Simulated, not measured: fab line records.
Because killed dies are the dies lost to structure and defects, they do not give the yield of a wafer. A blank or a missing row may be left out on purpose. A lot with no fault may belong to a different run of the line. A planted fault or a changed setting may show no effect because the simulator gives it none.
Split-lot study | flow berkeley_cmos170 | 5 lots, 23 wafers read, on a route of 331 steps

## THE SPLIT ITSELF
At UCB170_BACKSIDE_COAT_01 (resist thk 900 nm), the setting spin_rpm was moved away from the recipe's 1500 rpm on 7 of the 23 wafers read, by -5.1% to +3.4%. All remaining wafers had this setting at the recipe value.

Reading taken at the split's own step.

## THE READING
KrF_of_BACKSIDE_COAT_01.thk_nm (the simulator's own value, which no gauge read), in nm, at UCB170_BACKSIDE_COAT_01 (resist thk 900 nm). There is no usual value for it anywhere in the file. The 16 wafers here that ran the recipe average 897.5 nm, standard deviation 3.4 nm.

wafer  | tool, chamber at the split | spin_rpm as run, rpm | against the recipe | KrF_of_BACKSIDE_COAT_01.thk_nm, nm | against lot-mates on the recipe
L078.1 | litho_track-02, 0          | 1500                 | recipe             | 892.8                              | -
L078.3 | litho_track-02, 0          | 1500                 | recipe             | 893.2                              | -
L078.4 | litho_track-02, 0          | 1500                 | recipe             | 893.1                              | -
L079.1 | litho_track-01, 0          | 1500                 | recipe             | 893.5                              | -
L079.2 | litho_track-01, 0          | 1500                 | recipe             | 895.7                              | -
L079.4 | litho_track-01, 0          | 1456                 | -2.9%              | 908.3                              | +14.1
L079.5 | litho_track-01, 0          | 1500                 | recipe             | 893.4                              | -
L079.6 | litho_track-01, 0          | 1456                 | -2.9%              | 909                                | +14.8
L083.1 | litho_track-01, 0          | 1500                 | recipe             | 899.7                              | -
L083.3 | litho_track-01, 0          | 1500                 | recipe             | 902.4                              | -
L083.4 | litho_track-01, 0          | 1500                 | recipe             | 901.6                              | -
L083.5 | litho_track-01, 0          | 1500                 | recipe             | 901.7                              | -
L083.6 | litho_track-01, 0          | 1500                 | recipe             | 901.5                              | -
L081.1 | litho_track-03, 0          | 1500                 | recipe             | 897.8                              | -
L081.3 | litho_track-03, 0          | 1551                 | +3.4%              | 885.8                              | -12.1
L081.4 | litho_track-03, 0          | 1500                 | recipe             | 896.3                              | -
L081.5 | litho_track-03, 0          | 1551                 | +3.4%              | 884.9                              | -13.0
L081.6 | litho_track-03, 0          | 1500                 | recipe             | 899.7                              | -
L085.1 | litho_track-02, 0          | 1423                 | -5.1%              | 922.6                              | +23.8
L085.2 | litho_track-02, 0          | 1423                 | -5.1%              | 920.6                              | +21.8
L085.4 | litho_track-02, 0          | 1500                 | recipe             | 900.2                              | -
L085.5 | litho_track-02, 0          | 1423                 | -5.1%              | 924.9                              | +26.1
L085.6 | litho_track-02, 0          | 1500                 | recipe             | 897.4                              | -

THE FIT
A straight line over all 23 wafers: KrF_of_BACKSIDE_COAT_01.thk_nm changes by -4.44 nm for each +1% of spin_rpm; r = -0.95; the points scatter about the line by 3.4 nm.
The same after taking each lot's own level away (the mean of its wafers on the recipe; 23 wafers): -4.45 nm for each +1%; r = -0.99; scatter 1.4 nm.
Per that fit: largest spin_rpm move, reading shift of 23 nm.
Across the lots, their own levels run from 893.03 to 901.38 nm, a range of 2.4 times the standard deviation given above.
Hence the lot-to-lot level has little effect on the slope; both slopes agree.
Check: with one of the wafers moved furthest among these (-5.1%) left out of the fit, the line predicts +23.2 nm for it against its lot-mates. It came out at +23.8 nm against them.

## OTHER SPLITS ON THESE WAFERS
These wafers also went through other splits before the reading. Each is held against what the fit with the lots' levels taken away leaves over:
other split on the same wafers   | wafers away from the commonest value | r with KrF_of_BACKSIDE_COAT_01.thk_nm (lot level and that fit taken away)
UCB170_PSD_IMPLANT_08 energy_kev | 5                                    | -0.18

## THE WHOLE CHAIN: every reading that the file lists as answering this split, in the file's order
step                     | what it does      | reading                                                                         | change (the file's fit)              | r (the file's)
UCB170_BACKSIDE_COAT_01  | resist thk 900 nm | KrF_of_BACKSIDE_COAT_01.thk_nm (the simulator's own value, which no gauge read) | -4.47 nm for each +1% of the setting | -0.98
UCB170_BACKSIDE_STRIP_03 | strips in O2      | strip_time_to_endpoint_s                                                        | withheld for each +1% of the setting | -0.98

## FILE'S OWN FIT
KrF_of_BACKSIDE_COAT_01.thk_nm changes by -4.47 nm for each +1% of spin_rpm, r = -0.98.
